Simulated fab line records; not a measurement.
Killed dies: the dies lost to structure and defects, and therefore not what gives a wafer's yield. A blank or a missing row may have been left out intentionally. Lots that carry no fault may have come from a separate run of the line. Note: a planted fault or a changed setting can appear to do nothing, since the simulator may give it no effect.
Code-filled problem report in 8D (eight disciplines) form	flow rit_cmos	the parts of the form that need people (team, actions taken, sign-off) are left out

== 1. THE ISSUE ==
Wafers without a fault read 6.998e+13, standard deviation 6.9e+10; dose_ions_cm2 at RIT_PWELL_IMPLANT_08 reads a mean of 7.087e+13 on 6 wafers belonging to 2 lots. That is +13 standard deviations from the usual mean.
First seen on wafer L548.1, day 4 01:01, on implanter-01. At this step, 42 wafers from 14 lots have a number in the record. Rule for "out", or "out of limits": more than 4 standard deviations from the usual mean. All remaining wafers that have a number are taken as sound.

== 2. WHAT THIS IS AND IS NOT ==
question	is	is not
which readings at this step	dose_ions_cm2	beam_energy_keV
which lots	L548, L553	L538, L540, L541, L542, L543, L544, L551, L555, L557, L558, L560, L561
which wafers of those lots	all that have a number	-
read on which tools	implanter-01	implanter-03, implanter-04
when	from day 4 01:01	up to then (18 sound wafers); but 18 sound wafers of L551, L555, L557, L558, L560, L561 came after

== 3. THE SUSPECTS, EACH WITH WHAT RULES IT OUT ==
Counting: a tool at a process step up to the reading stays a suspect if it ran every lot that is out and no sound lot after the first of them.
- implanter-01 at RIT_PWELL_IMPLANT_08: kept. It processed each lot that is out, first L548 at day 4 01:01, and no sound lot thereafter; up to then, the last sound lot it processed was L544 at day 3 05:42. Its own readings are out on those wafers: dose_ions_cm2.
Left after counting: implanter-01 at RIT_PWELL_IMPLANT_08.

== 4. THE CAUSE (what the simulator had put in) ==
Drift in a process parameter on implanter-01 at RIT_PWELL_IMPLANT_08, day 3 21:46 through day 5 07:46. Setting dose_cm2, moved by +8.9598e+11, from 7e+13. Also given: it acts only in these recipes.
The count eliminated every tool but this one.

== 5. THE CHAIN OF EFFECTS, in route order ==
Rows list readings where the struck wafers' mean (over those with a number) sits beyond 3 standard deviations from the usual. Scope: only readings with a usual standard deviation given in the record; hours: median across lots of the time from each lot's start at the first step in this table that gives one to its start at this step; sigmas: change in usual standard deviations.
hours	step	reading	usual	on struck wafers	change	sigmas
0	RIT_PWELL_IMPLANT_08	dose_ions_cm2	6.998e+13	7.087e+13	+8.917e+11	+13
Here are the process steps it includes:
- RIT_PWELL_IMPLANT_08

== 6. HOW IT WOULD HAVE BEEN CAUGHT EARLIER ==
In this record no reading fell out of limits until day 4 01:01, 3 hours after the fault had begun at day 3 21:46.
